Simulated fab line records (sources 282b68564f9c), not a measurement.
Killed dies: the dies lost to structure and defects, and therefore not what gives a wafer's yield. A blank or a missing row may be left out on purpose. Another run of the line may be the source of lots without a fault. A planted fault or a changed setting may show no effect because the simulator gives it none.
8D (eight disciplines) problem report, filled in by code :: flow rit cmos :: the parts of the form that need people (team, actions taken, sign-off) are left out

== 1. WHAT WENT WRONG ==
Mean of beam energy keV at RIT_NLDD_IMPLANT_08: 20.782 across 6 wafers in 2 lots; on wafers with no fault it is 20.001 (standard deviation 0.007). That is +99 or more standard deviations from the usual mean.
Seen first at day 4 20:46 on implanter-02, wafer L290.1. The record holds 42 wafers of 14 lots with a number at this step. Rule for "out", or "out of limits": more than 4 standard deviations from the usual mean. The other wafers with a number count as sound.

== 2. WHAT IT IS, WHAT IT ISN'T ==
question: which readings at this step
is: beam energy keV
is not: -

question: which lots
is: L290, L292
is not: L282, L283, L284, L285, L286, L287, L288, L289, L293, L303, L304, L305

question: which wafers of those lots
is: all that have a number
is not: -

question: read on which tools
is: implanter-02
is not: implanter-01, implanter-04

question: when
is: from day 4 20:46
is not: up to then (24 sound wafers); but 12 sound wafers of L293, L303, L304, L305 came after

== 3. WHAT RULES OUT EACH SUSPECT ==
Counting: a tool stays on the suspect list if, at a process step up to the reading, it processed all lots that are out and no sound lot following the first of them.
- implanter-02 at RIT_NLDD_IMPLANT_08: ruled out as a lasting fault. Following L290 (day 4 20:46), the first lot on it that is out, the sound lots L305 were run on it.
Left after counting: nothing in the record.

== 4. THE CAUSE (what the simulator had put in) ==
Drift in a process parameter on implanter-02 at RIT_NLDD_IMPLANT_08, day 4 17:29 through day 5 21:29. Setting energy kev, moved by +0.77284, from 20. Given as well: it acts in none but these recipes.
Counting ruled it out, wrongly.

== 5. THE EFFECT CHAIN, in route order ==
Each row: a reading whose mean over the struck wafers that have a number lies more than 3 standard deviations from the usual. Only readings for which the record gives a usual standard deviation are gone through. hours: the time from each lot's start at the first step in this table that gives one to its start at this step, as a median over the lots. sigmas: the change in usual standard deviations.
hours: 0
step: RIT_NLDD_IMPLANT_08
reading: beam energy keV
usual: 20.001
on struck wafers: 20.782
change: +0.780
sigmas: +99 or more
The process steps in it:
- RIT_NLDD_IMPLANT_08

== 6. HOW IT WOULD HAVE BEEN CAUGHT EARLIER ==
In this record no reading fell out of limits until day 4 20:46, 3 hours after the fault had begun at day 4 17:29.
